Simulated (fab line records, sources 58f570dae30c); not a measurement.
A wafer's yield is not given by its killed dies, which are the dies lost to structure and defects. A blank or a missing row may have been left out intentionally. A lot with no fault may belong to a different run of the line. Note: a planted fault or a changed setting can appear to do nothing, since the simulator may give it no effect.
2 desks looking at one fault ; flow berkeley_cmos170 ; only its own numbers are on each desk; what lay behind them is given at the end

TOOL OWNER'S DESK, implanter-01
For each lot that ran on this tool, the mean over its sampled wafers that have a number, from the tool's own readings at UCB170_PFIELD_IMPLANT_07. The brackets show how far a lot's mean lies from the usual mean; more than 4 standard deviations puts the lot out of limits, marked OUT.
Columns: A = dose_ions_cm2 at UCB170_PFIELD_IMPLANT_07, usual 1.9999e+13
lot;first seen here;A
L306;day 3 19:38;2.0000e+13
L307;day 4 05:53;2.0001e+13
L309;day 5 01:20;2.0021e+13
L311;day 5 10:16;1.9989e+13
L316;day 6 05:31;1.9379e+13 (-27) OUT
L315;day 6 06:44;1.9347e+13 (-28) OUT
This desk finds L315, L316 out of limits, L316 being first, at day 6 05:31 (dose_ions_cm2 at UCB170_PFIELD_IMPLANT_07). L306, L307, L309, L311 stayed within limits.

THE METROLOGY DESK
Means of the sampled wafers that have a number, per lot and without regard to the tool the lot ran on: this is what the gauges read. The brackets show how far a lot's mean lies from the usual mean; more than 4 standard deviations puts the lot out of limits, marked OUT.
Columns: A = SACOX_OXIDE_THK at UCB170_SACOX_THK_MEAS_02, usual 14.41 nm
lot;first seen here;A
L306;day 4 14:19;14.52
L307;day 4 22:28;14.22
L309;day 5 15:04;14.27
L310;day 5 15:04;14.25
L311;day 6 00:47;14.54
L316;day 6 20:37;14.58
L317;day 6 20:37;14.33
L315;day 6 20:38;14.75
L319;day 7 10:19;14.70
L323;day 8 08:04;14.23
L324;day 8 17:17;14.45
L325;day 8 17:20;14.72
L327;day 9 05:23;14.28
L328;day 9 16:14;13.68
This desk found nothing out of limits on any of the 14 lots.

BROUGHT TOGETHER
At day 6 05:31, on L315, L316, the tool owner's desk was in a position to raise an alarm.
Nothing out of limits was seen by the metrology desk.
The metrology desk has L315, L316 on record, within its limits.
Every lot named ran UCB170_PFIELD_IMPLANT_07 on implanter-01.

WHAT THE SIMULATOR PUT IN
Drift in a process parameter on implanter-01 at UCB170_PFIELD_IMPLANT_07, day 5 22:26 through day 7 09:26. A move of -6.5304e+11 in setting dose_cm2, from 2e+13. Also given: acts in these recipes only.
Struck lots among those shown: L315, L316.
Time in hours from fault onset to the first out-of-limits reading at each desk: the tool owner's desk, 7.
